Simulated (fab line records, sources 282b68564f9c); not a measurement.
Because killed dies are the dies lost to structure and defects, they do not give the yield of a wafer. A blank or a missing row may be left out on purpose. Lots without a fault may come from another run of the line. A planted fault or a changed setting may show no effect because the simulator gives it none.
Which tool did it? :: flow rit-cmos :: 13 lots with 39 wafers sampled at 3 steps, on a route of 202 steps

WHAT THE GAUGES READ, wafer by wafer
RIT_M1_RS_MEAS_01: the measuring method here is four-point-probe.
lot: L862
measured: day 3 10:25
on: film-metro-04
M1_AL_RS (ohm/sq): 0.0762 0.0760 0.0756

lot: L863
measured: day 3 13:28
on: film-metro-02
M1_AL_RS (ohm/sq): 0.0759 0.0754 0.0749

lot: L864
measured: day 3 17:17
on: film-metro-02
M1_AL_RS (ohm/sq): 0.0759 0.0762 0.0754

lot: L867
measured: day 4 09:17
on: film-metro-04
M1_AL_RS (ohm/sq): 0.0748 0.0746 0.0752

lot: L869
measured: day 4 22:33
on: film-metro-04
M1_AL_RS (ohm/sq): 0.0761 0.0754 0.0756

lot: L873
measured: day 5 18:40
on: film-metro-04
M1_AL_RS (ohm/sq): 0.0750 0.0700 0.0745

lot: L874
measured: day 5 21:13
on: film-metro-02
M1_AL_RS (ohm/sq): 0.0753 0.0757 0.0752

lot: L875
measured: day 6 05:11
on: film-metro-04
M1_AL_RS (ohm/sq): 0.0766 0.0769 0.0765

lot: L877
measured: day 6 10:44
on: film-metro-02
M1_AL_RS (ohm/sq): 0.0761 0.0770 0.0752

lot: L879
measured: day 7 01:46
on: film-metro-03
M1_AL_RS (ohm/sq): 0.0751 0.0754 0.0752

lot: L880
measured: day 7 07:27
on: film-metro-03
M1_AL_RS (ohm/sq): 0.0758 0.0758 0.0756

lot: L882
measured: day 7 14:28
on: film-metro-02
M1_AL_RS (ohm/sq): 0.0748 0.0738 0.0746

lot: L885
measured: day 8 04:53
on: film-metro-03
M1_AL_RS (ohm/sq): 0.0758 0.0743 0.0758

RIT_M1_THK_MEAS_02: measures by xrf.
lot: L862
measured: day 3 10:32
on: film-metro-04
M1_AL_THK (nm): 377 376 381

lot: L863
measured: day 3 13:34
on: film-metro-02
M1_AL_THK (nm): 384 388 389

lot: L864
measured: day 3 17:24
on: film-metro-02
M1_AL_THK (nm): 384 382 384

lot: L867
measured: day 4 09:25
on: film-metro-04
M1_AL_THK (nm): 384 385 382

lot: L869
measured: day 4 22:40
on: film-metro-04
M1_AL_THK (nm): 378 382 379

lot: L873
measured: day 5 18:47
on: film-metro-04
M1_AL_THK (nm): 383 412 386

lot: L874
measured: day 5 21:18
on: film-metro-02
M1_AL_THK (nm): 389 386 383

lot: L875
measured: day 6 05:18
on: film-metro-04
M1_AL_THK (nm): 375 372 374

lot: L877
measured: day 6 10:51
on: film-metro-02
M1_AL_THK (nm): 383 378 387

lot: L879
measured: day 7 01:52
on: film-metro-03
M1_AL_THK (nm): 389 386 387

lot: L880
measured: day 7 07:33
on: film-metro-03
M1_AL_THK (nm): 386 384 385

lot: L882
measured: day 7 14:34
on: film-metro-02
M1_AL_THK (nm): 390 397 390

lot: L885
measured: day 8 05:01
on: film-metro-03
M1_AL_THK (nm): 383 394 386

WHICH TOOL RAN EACH LOT (tool, then ch and the chambers of the sampled wafers, then the start)
lot: L862
RIT_M1_SPUTTER_00: pvd-sputter-03, day 3 10:08

lot: L863
RIT_M1_SPUTTER_00: pvd-sputter-01, day 3 13:08

lot: L864
RIT_M1_SPUTTER_00: pvd-sputter-03, day 3 16:59

lot: L867
RIT_M1_SPUTTER_00: pvd-sputter-01, day 4 08:59

lot: L869
RIT_M1_SPUTTER_00: pvd-sputter-04, day 4 22:16

lot: L873
RIT_M1_SPUTTER_00: pvd-sputter-03, day 5 18:21

lot: L874
RIT_M1_SPUTTER_00: pvd-sputter-01, day 5 20:52

lot: L875
RIT_M1_SPUTTER_00: pvd-sputter-04, day 6 04:53

lot: L877
RIT_M1_SPUTTER_00: pvd-sputter-04, day 6 10:26

lot: L879
RIT_M1_SPUTTER_00: pvd-sputter-01, day 7 01:26

lot: L880
RIT_M1_SPUTTER_00: pvd-sputter-01, day 7 07:07

lot: L882
RIT_M1_SPUTTER_00: pvd-sputter-04, day 7 14:09

lot: L885
RIT_M1_SPUTTER_00: pvd-sputter-04, day 8 04:35
- RIT_M1_SPUTTER_00: material Al, target thk 400 nm, time 500 s.

WHAT THE TOOLS THEMSELVES READ (means of the sampled wafers that have a number; where no wafer has one, the mark that the record gives instead)
RIT_M1_SPUTTER_00.
lot: L862
tool: pvd-sputter-03
cathode-dc-power-W (W): 1939.9
throttle-valve-pct (%): 31.6

lot: L863
tool: pvd-sputter-01
cathode-dc-power-W (W): 1939.9
throttle-valve-pct (%): 29.8

lot: L864
tool: pvd-sputter-03
cathode-dc-power-W (W): 1940.1
throttle-valve-pct (%): 30.9

lot: L867
tool: pvd-sputter-01
cathode-dc-power-W (W): 1940.1
throttle-valve-pct (%): 30.2

lot: L869
tool: pvd-sputter-04
cathode-dc-power-W (W): 1939.9
throttle-valve-pct (%): 27.8

lot: L873
tool: pvd-sputter-03
cathode-dc-power-W (W): 1940.1
throttle-valve-pct (%): 31.4

lot: L874
tool: pvd-sputter-01
cathode-dc-power-W (W): 1939.9
throttle-valve-pct (%): 30.4

lot: L875
tool: pvd-sputter-04
cathode-dc-power-W (W): 1940.2
throttle-valve-pct (%): 28.2

lot: L877
tool: pvd-sputter-04
cathode-dc-power-W (W): 1939.9
throttle-valve-pct (%): 29.1

lot: L879
tool: pvd-sputter-01
cathode-dc-power-W (W): 1940.0
throttle-valve-pct (%): 29.6

lot: L880
tool: pvd-sputter-01
cathode-dc-power-W (W): 1940.1
throttle-valve-pct (%): 30.4

lot: L882
tool: pvd-sputter-04
cathode-dc-power-W (W): 1940.1
throttle-valve-pct (%): 30.5

lot: L885
tool: pvd-sputter-04
cathode-dc-power-W (W): 1940.5
throttle-valve-pct (%): 29.1

THE ANSWER, worked out from the rows above alone
Rule: usual is defined by the lots themselves. The widest of any qualifying gaps counts: lots, ordered by their means at a reading, are off when they make up no more than a third of the lots, leave a main group of 4 or more, and stand apart from it by 3 or more times the standard deviation of that group's means. If all means in a main group match to the digits the tables above print for the reading, that group is not used. Also off: a lot with no number at a reading for which 4 or more lots have one. The other lots that the step has rows for count as sound. After the gauges, taken in route order, come the tools' own readings; for these a lot's mean is taken, as printed above. At the first step where some lot is off, the reading lying furthest off is the one used; lots without a number count as furthest.
None of the lots is off at any reading shown; this tells nothing.

WHAT WAS PUT IN BY THE SIMULATOR
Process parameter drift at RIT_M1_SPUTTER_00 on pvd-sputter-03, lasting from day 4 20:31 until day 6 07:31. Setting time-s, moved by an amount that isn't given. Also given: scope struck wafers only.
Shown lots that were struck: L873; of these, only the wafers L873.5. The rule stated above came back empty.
